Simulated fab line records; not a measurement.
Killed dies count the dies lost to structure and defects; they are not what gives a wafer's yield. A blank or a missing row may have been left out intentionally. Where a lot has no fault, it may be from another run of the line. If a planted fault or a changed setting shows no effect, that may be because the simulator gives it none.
A struck lot beside a sound one || flow rit-cmos || 20 out of 202 route steps
Sound: the wafers L183.2, L183.3, L183.6. Wafers struck: L190.4, L190.5, L190.6. Last of all comes the cause.
At each step with rows: each side's tool, then ch and its chambers, then its first start. Under that, the readings that differ: sound wafers || struck wafers || difference of the means || sigmas: that difference in standard deviations of wafers without a fault.
alike: words and numbers the same on both sides, and readings whose means are apart by under 2 such deviations; not compared: readings that were withheld, readings missing a value for some wafer, numbers with overlapping values and no deviation given by the record, and bounds like >300 which may hide the same value.
The two part at a step that has a row with sigmas, a row that says differs or no value, or rows on one side only. Non-overlapping numbers with no deviation appear without sigmas and do not part them. A reading that every wafer of one side lacks parts them only if that side has two wafers or more.

first, 2 steps without rows for these wafers: RIT_NWELL_HARDBAKE_07 (time 120 s); RIT_NWELL_IMPLANT_08.
RIT_NWELL_STRIP_09: strips in O2, time 180 s.
  sound on plasma-asher-01 ch 0,1, day 2 02:41; struck on plasma-asher-04 ch 0,1, day 3 12:47
  alike: drypump-motor-current-A
  not compared: rf-hours-counter-h
RIT_NWELL_TW_MEAS_10:
  struck on film-metro-03, day 3 12:56; sound on film-metro-03, day 2 02:52
  alike: NWELL_TW
then, 6 steps without rows for these wafers: RIT_PWELL_HMDS_00 (prime time 60 s); RIT_PWELL_COAT_01 (resist thk 1300 nm); RIT_PWELL_SOFTBAKE_02 (time 60 s); RIT_PWELL_EXPOSE_03 (exposes mask M3, target cd 43700 nm); RIT_PWELL_PEB_04; RIT_PWELL_DEVELOP_05 (develop time 68 s).
RIT_PWELL_OVL_MEAS_06:
  struck on overlay-01, day 3 14:05; sound on overlay-02, day 2 03:49
  alike: PWELL_OVL
then, 1 step without rows for these wafers: RIT_PWELL_HARDBAKE_07 (time 120 s).
RIT_PWELL_IMPLANT_08:
  sound on implanter-03 ch 0, day 2 04:07; struck on implanter-01 ch 0, day 3 14:44
RIT_PWELL_STRIP_09: strips in O2, time 180 s.
  sound on plasma-asher-01 ch 0,1, day 2 04:14; struck on plasma-asher-02 ch 0,1, day 3 14:52
  alike: drypump-motor-current-A
  not compared: rf-hours-counter-h
RIT_PWELL_TW_MEAS_10:
  struck on film-metro-03, day 3 15:01; sound on film-metro-04, day 2 04:25
{"reading": "PWELL_TW", "sound": "976 979 980", "struck": "1206 1204 1201", "difference": "+225", "sigmas": "+24"}
then, 1 step without rows for these wafers: RIT_WELLDRIVE_ANNEAL_00 (time 14700 s).
RIT_WELLDRIVE_RS_MEAS_01: uses a four-point probe to measure.
  struck on film-metro-03, day 3 20:11; sound on film-metro-03, day 2 09:35
  alike: NWELL_RS
RIT_WELLDRIVE_RS_MEAS_02: uses a four-point probe to measure.
  struck on film-metro-03, day 3 21:10; sound on film-metro-03, day 2 09:42
{"reading": "PWELL_RS (ohm/sq)", "sound": "428.9 428.2 428.2", "struck": "278.0 277.7 277.5", "difference": -150.7, "sigmas": "-99 or more"}
then, 2 steps without rows for these wafers: RIT_NRETRO_HMDS_00 (prime time 60 s); RIT_M1_PROBE_99.

WHERE THEY PART
Last at RIT_WELLDRIVE_RS_MEAS_02 as far as this record goes, first at RIT_PWELL_TW_MEAS_10.

WHY: whatever the simulator had introduced
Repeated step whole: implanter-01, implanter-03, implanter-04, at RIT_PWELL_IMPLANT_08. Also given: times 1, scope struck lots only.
